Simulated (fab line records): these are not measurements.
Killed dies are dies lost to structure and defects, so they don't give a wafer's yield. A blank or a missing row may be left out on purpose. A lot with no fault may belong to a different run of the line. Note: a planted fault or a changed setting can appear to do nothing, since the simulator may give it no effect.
8D (eight disciplines) problem report, filled in by code | flow rit_cmos | the parts of the form that need people (team, actions taken, sign-off) are left out

## 1. THE ISSUE
Mean CONTACT_OVL at RIT_CONTACT_OVL_MEAS_09: 129.5 nm over 9 wafers in 3 lots; fault-free wafers: 0.2 nm, standard deviation 1.5. That is +86 standard deviations from the usual mean.
First seen on wafer L753.4, day 6 02:05, on overlay-02. Wafers with a number at this step in the record: 45, from 15 lots. By rule, "out" or "out of limits" means more than 4 standard deviations away from the usual mean. The other wafers with a number count as sound.

## 2. WHAT IT IS, AND WHAT IT ISN'T
question                    | is                     | is not
which readings at this step | CONTACT_OVL            | -
which lots                  | L753, L754, L755       | L740, L741, L743, L745, L748, L751, L752, L756, L757, L758, L761, L762
which wafers of those lots  | all that have a number | -
read on which gauges        | overlay-01, overlay-02 | -
when                        | from day 6 02:05       | up to then (21 sound wafers); but 15 sound wafers of L756, L757, L758, L761, L762 came after

## 3. THE SUSPECTS, EACH WITH WHAT RULES IT OUT
Counting: a tool at a process step up to the reading stays a suspect if it ran every lot that is out and no sound lot after the first of them.
- ruled out: the gauge at RIT_CONTACT_OVL_MEAS_09. Those wafers that are out were read across 2 gauges (overlay-01, overlay-02).
- iline_stepper-01 at RIT_CONTACT_EXPOSE_05 (exposes mask M11, target cd 1000 nm): kept. All lots that are out passed through it, beginning with L753 at day 6 01:29, and no sound lot followed; its final sound lot before that point was L751 at day 5 11:26.
Left after counting: iline_stepper-01 at RIT_CONTACT_EXPOSE_05.

## 4. THE CAUSE (what the simulator had put in)
Scanner matching overlay: iline_stepper-01, from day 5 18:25 on, at RIT_CONTACT_EXPOSE_05. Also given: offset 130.
After counting, this tool was the only one left.

## 5. SEQUENCE OF EFFECTS, ordered by route
Each row: a reading where the mean over the struck wafers with a number is more than 3 standard deviations away from the usual. Only readings whose record carries a usual standard deviation are examined. hours: median over the lots of the time between each lot's start at the first step of this table that gives one and its start at this step. sigmas: the change, counted in usual standard deviations.
hours | step                    | reading     | usual  | on struck wafers | change | sigmas
0     | RIT_CONTACT_OVL_MEAS_09 | CONTACT_OVL | 0.2 nm | 129.5            | +129.3 | +86

## 6. HOW IT WOULD HAVE BEEN CAUGHT EARLIER
In this record the first reading out of limits at a measuring or inspecting step was taken at day 6 02:05, 8 hours after the fault began at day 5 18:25.
No tool reading at RIT_CONTACT_EXPOSE_05 that has a usual standard deviation in the record was out on any struck wafer, so an alarm limit of 4 standard deviations on those readings would not have fired.
Of the lots that are out (3), L754, L755 began RIT_CONTACT_EXPOSE_05 on iline_stepper-01 after day 6 02:05. A hold on the tool at that time would have spared those 2.
